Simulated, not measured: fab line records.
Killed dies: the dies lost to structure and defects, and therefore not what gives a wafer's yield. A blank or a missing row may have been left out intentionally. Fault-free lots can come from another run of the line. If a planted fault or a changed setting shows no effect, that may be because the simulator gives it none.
fab line records	flow rit-cmos
record lots=6	wafers=18	last-day=7
route steps=202 shown PRETRO@69 GATE@75 FOX2@80 M1@202
lots with no fault: from the same line, run without faults
start-h: the number of hours between the record's first day and the start of the first shown wafer of the lot	wait-h: hours since the lot's step before	" same as the row above	L1.1+2: several wafers, shown together as one row	- value missing, or start not given	* or withheld: withheld	< > ~ a bound
route shown NAME@n: a module of which the file shows steps, and the number in the route of the first	usual: average and standard deviation across the fault-free wafers	same: alike in all rows	chamber/n: place in a boat	sites: each site's reading	_std_site: the standard deviation of these	_edge_site: outer sites' mean less inner sites'	radius-mm: for every site, how far away it sits from the centre of the wafer	mask NAME#n: copy n	behind: tool/chamber where the wafer was last shaped	hold: cause of the lot's hold/its duration in hours/its outcome	device: transistor that didn't switch, given as n, p or np	end of line: tests run on the same wafers once the route is complete	step lacking rows: just its recipe	killed: dies that structure and defects cost at the first sort, which is not the same as the wafer's yield	map: shows each die of a wafer: x if killed, . if not, _ if none is there
set.NAME: setting as actually run; set.NAME@STEP: the setting as run at that earlier step	model.NAME: the simulator's own value behind a step, which no gauge read
a table for each step, a row for each wafer; lots at some steps of the route
services: from which hour (start-h, from the record's first day; less than 0 if before it) a tool's chamber was out of use, for how many hours, and why
## steps
# step RIT_PRETRO_DEVELOP_05
# recipe resist=NOVOLAK	develop-time-s=68	dev-temp-c=23
# step RIT_PRETRO_OVL_MEAS_06
# usual PRETRO_OVL=-0.1/1.4
lot.wafer	tool	chamber	start-h	wait-h	PRETRO_OVL[nm]
L199.2	overlay-02	-	33.49	-	-1.5
L199.3	"	-	"	"	-0.7
L199.5	"	-	"	"	1.4
L202.2	overlay-02	-	51.20	-	-2.9
L202.3	"	-	"	"	-3.0
L202.5	"	-	"	"	-3.1
L210.2	overlay-01	-	88.28	-	0.4
L210.3	"	-	"	"	0.7
L210.6	"	-	"	"	0.3
L213.1	overlay-02	-	105.34	-	1.1
L213.3	"	-	"	"	0.6
L213.5	"	-	"	"	1.7
L217.2	overlay-01	-	123.20	-	-0.2
L217.4	"	-	"	"	1.8
L217.6	"	-	"	"	-1.1
L221.1	overlay-02	-	141.21	-	0.0
L221.5	"	-	"	"	0.1
L221.6	"	-	"	"	-1.5
# step RIT_PRETRO_HARDBAKE_07
# recipe resist=NOVOLAK	temp-c=140	time-s=120
# step RIT_PRETRO_IMPLANT_08
# recipe species=B	energy-kev=45	dose-cm2=1.2e+13	tilt-deg=7
# step RIT_PRETRO_STRIP_09
# recipe chemistry=O2	time-s=180	resist=NOVOLAK	platen-temp-c=withheld	power-w=500	pressure-mtorr=4000	o2-flow-sccm=4000
# usual drypump-motor-current-A=5.6/0.42
lot.wafer	tool	chamber	start-h	wait-h	drypump-motor-current-A	rf-hours-counter-h
L199.2	plasma-asher-02	0	33.92	0.1	5.0	39
L199.3	"	1	"	"	6.0	-
L199.5	"	0	"	"	5.0	-
L202.2	plasma-asher-02	0	51.63	0.1	5.0	41
L202.3	"	0	"	"	5.0	-
L202.5	"	0	"	"	5.0	-
L210.2	plasma-asher-02	1	88.71	0.1	6.0	45
L210.3	"	0	"	"	5.0	-
L210.6	"	0	"	"	5.0	-
L213.1	plasma-asher-04	0	105.86	0.1	5.5	31
L213.3	"	0	"	"	5.5	-
L213.5	"	1	"	"	6.0	-
L217.2	plasma-asher-04	0	123.63	0.1	5.5	34
L217.4	"	1	"	"	6.0	-
L217.6	"	0	"	"	5.5	-
L221.1	plasma-asher-02	0	141.65	0.1	5.0	4
L221.5	"	1	"	"	6.0	-
L221.6	"	0	"	"	5.0	-
# step RIT_PRETRO_TW_MEAS_10
# usual PRETRO_TW=471/5.8
lot.wafer	tool	chamber	start-h	wait-h	PRETRO_TW
L199.2	film-metro-04	-	34.10	0.1	475
L199.3	"	-	"	"	475
L199.5	"	-	"	"	474
L202.2	film-metro-03	-	51.81	0.1	461
L202.3	"	-	"	"	464
L202.5	"	-	"	"	463
L210.2	film-metro-04	-	88.90	0.1	476
L210.3	"	-	"	"	478
L210.6	"	-	"	"	476
L213.1	film-metro-03	-	106.03	0.1	460
L213.3	"	-	"	"	462
L213.5	"	-	"	"	462
L217.2	film-metro-04	-	123.81	0.1	473
L217.4	"	-	"	"	471
L217.6	"	-	"	"	473
L221.1	film-metro-01	-	141.82	0.1	476
L221.5	"	-	"	"	477
L221.6	"	-	"	"	477
# step RIT_GATE_WET_ETCH_00
# recipe chemistry=BOE	target=SiO2	target-depth-nm=56	time-s=60	dry=n2-spin	dilution=10:1	temp-c=21.5
# step RIT_GATE_CLEAN_01
# recipe chemistry=SC1	mix=3:3:50	time-s=600	temp-c=75
# step RIT_GATE_CLEAN_02
# recipe chemistry=dHF	dilution=50:1	time-s=30
# step RIT_GATE_CLEAN_03
# recipe chemistry=SC2	mix=3:3:50	time-s=600	temp-c=75	dry=n2-spin
# step RIT_GATE_CLEAN_04
# recipe chemistry=dHF	dilution=50:1	time-s=60	dry=n2-spin
# step RIT_FOX2_THK_MEAS_91
# recipe reads=SiO2_of_FOX2_OXIDATION_00
# usual FIELD_OXIDE_LEFT_2_THK=258/5.4
lot.wafer	tool	chamber	start-h	wait-h	FIELD_OXIDE_LEFT_2_THK[nm]
L199.2	film-metro-02	-	34.60	0.0	254
L199.3	"	-	"	"	260
L199.5	"	-	"	"	258
L202.2	film-metro-03	-	52.29	0.0	248
L202.3	"	-	"	"	251
L202.5	"	-	"	"	252
L210.2	film-metro-02	-	89.40	0.0	262
L210.3	"	-	"	"	258
L210.6	"	-	"	"	262
L213.1	film-metro-02	-	106.51	0.0	259
L213.3	"	-	"	"	265
L213.5	"	-	"	"	259
L217.2	film-metro-03	-	124.49	0.0	264
L217.4	"	-	"	"	260
L217.6	"	-	"	"	257
L221.1	film-metro-02	-	142.30	0.0	262
L221.5	"	-	"	"	267
L221.6	"	-	"	"	266
# step RIT_GATE_OXIDATION_05
# recipe temp-c=900	ambient=O2	target-thk-a=30	ox-time-s=270
# usual spike-tc-centre-C=902.6/1.1	spike-tc-load-C=926.3/1.6	spike-tc-source-C=926.4/2.4	tube_center_temp_C_max=902.3/0.43	zone-power-load-pct=27.4/1.4
lot.wafer	tool	chamber	start-h	wait-h	spike-tc-centre-C	spike-tc-load-C	spike-tc-source-C	tube_center_temp_C_max	zone-power-load-pct	model.SiO2_of_GATE_OXIDATION_05.thk-nm
L199.2	furnace-04	0	34.73	0.1	904.4	926.1	929.6	902.4	26.1	3.092
L199.3	"	0	"	"	902.2	925.9	928.8	901.8	26.1	3.065
L199.5	"	0	"	"	901.7	927.2	927.9	902.3	26.5	3.025
L202.2	furnace-03	0	52.44	0.1	904.1	926.3	924.5	901.8	27.0	3.072
L202.3	"	0	"	"	903.3	925.0	924.3	902.7	27.5	3.057
L202.5	"	0	"	"	901.9	924.1	926.4	903.1	27.4	3.08
L210.2	furnace-04	0	89.83	0.4	885.4	911.4	913.1	903.2	25.2	2.389
L210.3	"	0	"	"	890.4	911.5	912.3	902.5	24.8	2.432
L210.6	"	0	"	"	886.1	910.6	911.2	902.5	25.2	2.517
L213.1	furnace-04	0	106.57	0.1	885.4	911.9	915.0	902.5	25.3	2.442
L213.3	"	0	"	"	885.8	910.3	913.6	902.3	24.9	2.461
L213.5	"	0	"	"	886.6	910.0	914.4	902.3	25.4	2.468
L217.2	furnace-01	0	124.54	0.0	901.6	928.1	923.3	902.1	29.7	3.077
L217.4	"	0	"	"	902.1	926.0	924.7	903.5	29.2	3.075
L217.6	"	0	"	"	902.4	927.0	924.5	901.9	29.4	3.119
L221.1	furnace-03	0	142.36	0.1	903.5	925.7	924.1	901.9	27.5	3.104
L221.5	"	0	"	"	903.3	926.8	924.5	902.1	27.2	3.1
L221.6	"	0	"	"	901.5	924.9	923.2	902.6	27.2	3.07
# step RIT_GATE_ANNEAL_06
# recipe temp-c=900	time-s=600	ambient=N2O
# step RIT_GATE_THK_MEAS_07
# recipe reads=SiO2_of_GATE_OXIDATION_05
# usual GATE_OXIDE_THK=3.03/0.06
lot.wafer	tool	chamber	start-h	wait-h	GATE_OXIDE_THK[nm]
L199.2	film-metro-02	-	37.22	0.0	3.10
L199.3	"	-	"	"	3.08
L199.5	"	-	"	"	3.02
L202.2	film-metro-03	-	53.78	0.0	3.06
L202.3	"	-	"	"	3.05
L202.5	"	-	"	"	3.11
L210.2	film-metro-03	-	91.16	0.0	2.37
L210.3	"	-	"	"	2.44
L210.6	"	-	"	"	2.51
L213.1	film-metro-01	-	107.90	0.0	2.41
L213.3	"	-	"	"	2.48
L213.5	"	-	"	"	2.46
L217.2	film-metro-01	-	125.87	0.0	3.05
L217.4	"	-	"	"	3.09
L217.6	"	-	"	"	3.12
L221.1	film-metro-03	-	145.00	0.0	3.11
L221.5	"	-	"	"	3.09
L221.6	"	-	"	"	3.06
# step RIT_GATE_CVD_08
# recipe material=poly-Si	target-thk-nm=250	temp-c=610	precursor=SiH4	time-s=2220	pressure-mtorr=300	sih4-flow-sccm=100
# step RIT_M1_PROBE_99
# usual killed-at-contacts=0.1/0.34	killed-at-front-end=7.0/2.9	killed-dies=7.2/2.9	killed-on-rim=2.1/1.4	killed-open=3.6/1.9	killed-short=3.5/2.1
# same gross-dies=264	killed_at_M0_to_M3=0	killed_at_M4_up=0	killed-at-back-side=0	killed-at-other=0
lot.wafer	tool	chamber	start-h	wait-h	killed-at-contacts	killed-at-front-end	killed-dies	killed-on-rim	killed-open	killed-short	model.etest.pmos_0p3.r-on-ohm-um	model.etest.pmos-turned.r-on-ohm-um	model.etest.pmos_0p15.r-on-ohm-um	model.etest.nmos_0p3.r-on-ohm-um	model.etest.nmos_0p15.drive-ua-um	model.etest.nmos_0p15.r-on-ohm-um	model.etest.nmos-narrow.drive-ua-um	model.etest.nmos_0p3.drive-ua-um
L199.2	prober-02	-	60.82	0.1	0	7	7	2	3	4	6534	3640	2907	2220	451.1	1174	214.4	218.2
L199.3	prober-02	-	60.87	0.2	0	5	5	2	2	3	6573	3747	3012	2282	439.9	1255	213	217.4
L199.5	prober-02	-	60.97	0.2	0	8	8	3	3	5	6460	3604	2933	2231	446.9	1224	220	220
L202.2	prober-01	-	77.05	0.1	0	5	5	1	3	1	6521	3737	2969	2236	441.6	1201	213.7	213.9
L202.3	prober-01	-	77.10	0.2	0	3	3	1	2	1	6410	3577	2880	2224	451.3	1174	215.7	216.1
L202.5	prober-01	-	77.20	0.2	0	11	11	2	4	7	6522	3726	2937	2219	439.7	1137	207.9	211.1
L210.2	prober-02	-	117.56	0.1	0	4	4	2	1	3	-	-	-	-	-	-	-	-
L210.3	prober-02	-	117.61	0.2	0	7	7	2	4	3	-	-	-	-	-	-	-	-
L210.6	prober-02	-	117.76	0.2	0	7	7	3	4	3	5620	3314	2631	2030	525.8	1152	265.5	269.5
L213.1	prober-02	-	132.72	0.1	0	14	14	6	4	9	5340	3081	2436	1951	554.1	1060	287.6	279.2
L213.3	prober-02	-	132.82	0.2	0	8	8	1	3	5	5401	3084	2457	1943	553.4	1043	283.8	277.6
L213.5	prober-02	-	132.92	0.2	0	6	6	1	2	4	5391	3131	2455	1945	541.2	1053	290.6	278.7
L217.2	prober-01	-	149.11	0.1	0	1	1	1	0	1	6425	3625	2894	2189	461	1147	221.2	218.9
L217.4	prober-01	-	149.21	0.2	0	5	5	0	2	3	6384	3582	2845	2154	454.9	1104	219.7	216.3
L217.6	prober-01	-	149.31	0.2	0	6	6	2	4	2	6523	3691	2961	2244	447.7	1187	222.4	215.8
L221.1	prober-01	-	169.36	0.1	0	9	9	4	7	2	6489	3521	2830	2201	473.3	1139	220.3	217.6
L221.5	prober-01	-	169.56	0.2	0	7	7	2	4	3	6457	3623	2878	2206	464.4	1165	218.6	220.2
L221.6	prober-01	-	169.61	0.2	1	7	8	3	4	3	6432	3531	2842	2179	466.9	1141	219.3	221.1
# killed by level:class
L199.2 GATE:geometric-particle:short=2 GATE:geometric-particle:open=2 FOX2:geometric-particle:short=1 SPACER:geometric-particle:open=1 SILICIDE:geometric-particle:short=1
L199.3 GATE:geometric-particle:short=2 FOX2:geometric-particle:short=1 FOX2:geometric-particle:open=1 GATE:geometric-particle:open=1
L199.5 GATE:geometric-particle:short=2 GATE:geometric-particle:open=2 FOX1:geometric-particle:short=1 FOX2:geometric-particle:short=1 REOX:geometric-particle:short=1 SPACER:geometric-particle:open=1
L202.2 GATE:geometric-particle:open=1 REOX:geometric-particle:open=1 SPACER:geometric-particle:open=1 SPACER:geometric-particle:short=1 PLDD:coat-microbubble-printed=1
L202.3 FOX2:geometric-particle:open=1 SPACER:geometric-particle:short=1 SILICIDE:geometric-particle:open=1
L202.5 SPACER:geometric-particle:open=3 FOX1:geometric-particle:short=2 SPACER:geometric-particle:short=2 GATE:geometric-particle:short=1 REOX:geometric-particle:short=1 SILICIDE:geometric-particle:short=1 SILICIDE:geometric-particle:open=1
L210.2 GATE:geometric-particle:short=2 GATE:geometric-particle:open=1 REOX:geometric-particle:short=1
L210.3 REOX:geometric-particle:open=2 SILICIDE:geometric-particle:short=2 FOX1:geometric-particle:short=1 GATE:geometric-particle:open=1 SILICIDE:geometric-particle:open=1
L210.6 GATE:geometric-particle:open=2 REOX:geometric-particle:open=2 SPACER:geometric-particle:short=2 GATE:geometric-particle:short=1
L213.1 FOX1:geometric-particle:short=3 GATE:geometric-particle:short=3 FOX2:geometric-particle:open=1 FOX2:geometric-particle:short=1 GATE:geometric-particle:open=1 REOX:geometric-particle:short=1 SPACER:geometric-particle:open=1 SILICIDE:geometric-particle:short=1
L213.3 FOX1:geometric-particle:short=3 FOX1:geometric-particle:open=1 GATE:geometric-particle:open=1 REOX:geometric-particle:short=1 REOX:geometric-particle:open=1 SPACER:geometric-particle:short=1
L213.5 FOX1:geometric-particle:short=2 FOX1:geometric-particle:open=1 GATE:geometric-particle:short=1 REOX:geometric-particle:open=1 REOX:geometric-particle:short=1
L217.2 GATE:geometric-particle:short=1
L217.4 GATE:geometric-particle:short=2 GATE:geometric-particle:open=1 SILICIDE:geometric-particle:open=1 SILICIDE:geometric-particle:short=1
L217.6 FOX1:geometric-particle:open=1 FOX2:geometric-particle:short=1 GATE:geometric-particle:open=1 REOX:geometric-particle:short=1 REOX:geometric-particle:open=1 SILICIDE:geometric-particle:open=1
L221.1 SILICIDE:geometric-particle:open=3 GATE:geometric-particle:open=2 GATE:geometric-particle:short=1 REOX:geometric-particle:open=1 SPACER:geometric-particle:short=1 SPACER:geometric-particle:open=1
L221.5 SILICIDE:geometric-particle:short=2 SILICIDE:geometric-particle:open=2 FOX1:geometric-particle:open=1 FOX2:geometric-particle:open=1 FOX2:geometric-particle:short=1
L221.6 GATE:geometric-particle:short=2 FOX1:geometric-particle:open=1 GATE:geometric-particle:open=1 SILICIDE:geometric-particle:short=1 SILICIDE:geometric-particle:open=1 CONTACT:geometric-particle:open=1 NWELL:coat-microbubble-printed=1
## services
tool	chamber	start-h	hours	kind
furnace-01	-	27.54	3.7	pm
furnace-04	-	35.81	3.0	pm
plasma-asher-02	-	108.75	9.0	pm
plasma-asher-02	0	108.75	9.0	vent-cycle
plasma-asher-02	1	108.75	9.0	vent-cycle
plasma-asher-02	0	117.75	-	clean
plasma-asher-02	1	117.75	-	clean
furnace-03	-	134.82	2.4	pm
plasma-asher-04	-	138.04	2.8	pm
## key
first-sign step=RIT_GATE_OXIDATION_05	reading=spike-tc-centre-C	direction=down	sigmas=15	usual=902.6	struck=886.6
effect step=RIT_GATE_OXIDATION_05	reading=spike-tc-load-C	direction=down	sigmas=9.5	usual=926.3	struck=911.0
effect step=RIT_GATE_THK_MEAS_07	reading=GATE_OXIDE_THK	direction=down	sigmas=9.7	usual=3.03	struck=2.44
model-effect step=RIT_GATE_OXIDATION_05	value=SiO2_of_GATE_OXIDATION_05.thk-nm	without=3.001	struck=2.452
model-effect step=RIT_M1_PROBE_99	value=etest.pmos_0p3.r-on-ohm-um	without=6354	struck=5438
met-at RIT_GATE_OXIDATION_05
struck-wafers L210.2,L210.3,L210.6,L213.1,L213.3,L213.5
tester-left-out L210,L213
onset-between 34.73 89.83
fault kind=process-parameter-drift	tool=furnace-04	chamber=-	onset-h=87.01	steps=RIT_GATE_OXIDATION_05	channel=temp-c	offset=*	shape=step	end-h=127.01	acts-in=*	stated=*
# tester-left-out: of these lots the tester's yield and bins aren't shown, on N5 and GAA mostly nor the transistor test; their killed dies are dies lost to structure and defects alone, not to doping, threshold or leakage, so they don't give the yield
